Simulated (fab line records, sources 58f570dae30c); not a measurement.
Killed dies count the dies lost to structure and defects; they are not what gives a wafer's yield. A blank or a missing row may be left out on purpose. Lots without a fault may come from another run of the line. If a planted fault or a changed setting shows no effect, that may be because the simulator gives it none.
Chamber matching | flow berkeleyCmos170 | 3 sister chambers for UCB170_V2_CVD_00 on pecvd-04
The step deposits SiO2 from TEOS/O2, target thk 2000 nm, time 250 s. 3 wafers are shown with their chamber, then 7 later ones without.

WAFERS, EACH WITH ITS CHAMBER
wafer  | chamber | heaterPowerW (W)
L451.4 | 0       | 229
L458.3 | 2       | 281
L458.5 | 1       | 270

WAFERS WITHOUT THEIR CHAMBER
wafer  | heaterPowerW (W)
L458.6 | 309
L459.2 | 267
L459.5 | 203
L459.6 | 308
L462.3 | 251
L462.5 | 274
L462.6 | 211

CHAMBER TAKEN BY EACH
wafer  | from the rows above          | in truth
L458.6 | can't be placed: 2 or 1      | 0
L459.2 | can't be placed: 1 or 2 or 0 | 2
L459.5 | 0                            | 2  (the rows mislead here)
L459.6 | can't be placed: 2 or 1      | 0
L462.3 | can't be placed: 1 or 0 or 2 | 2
L462.5 | can't be placed: 1 or 2      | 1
L462.6 | 0                            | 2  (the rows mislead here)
Correctly placed: 0 of 7. Not placeable from these rows: 5 (in 3, the candidates include the true chamber). Wrongly placed: 2.
How it was worked out, from the rows above alone: a wafer's distance from a chamber is the root of the sum, over the readings, of the square of ((its reading less the chamber's mean) divided by the reading's scatter). If the next closest chamber is less than 2 further off than the closest, the wafer can't be placed; otherwise it belongs to the closest. Each chamber's mean is taken over the wafers shown for it. The scatter: with one shown wafer a chamber, the root of the mean of the squares of how far each hidden wafer lies from its nearest shown one.
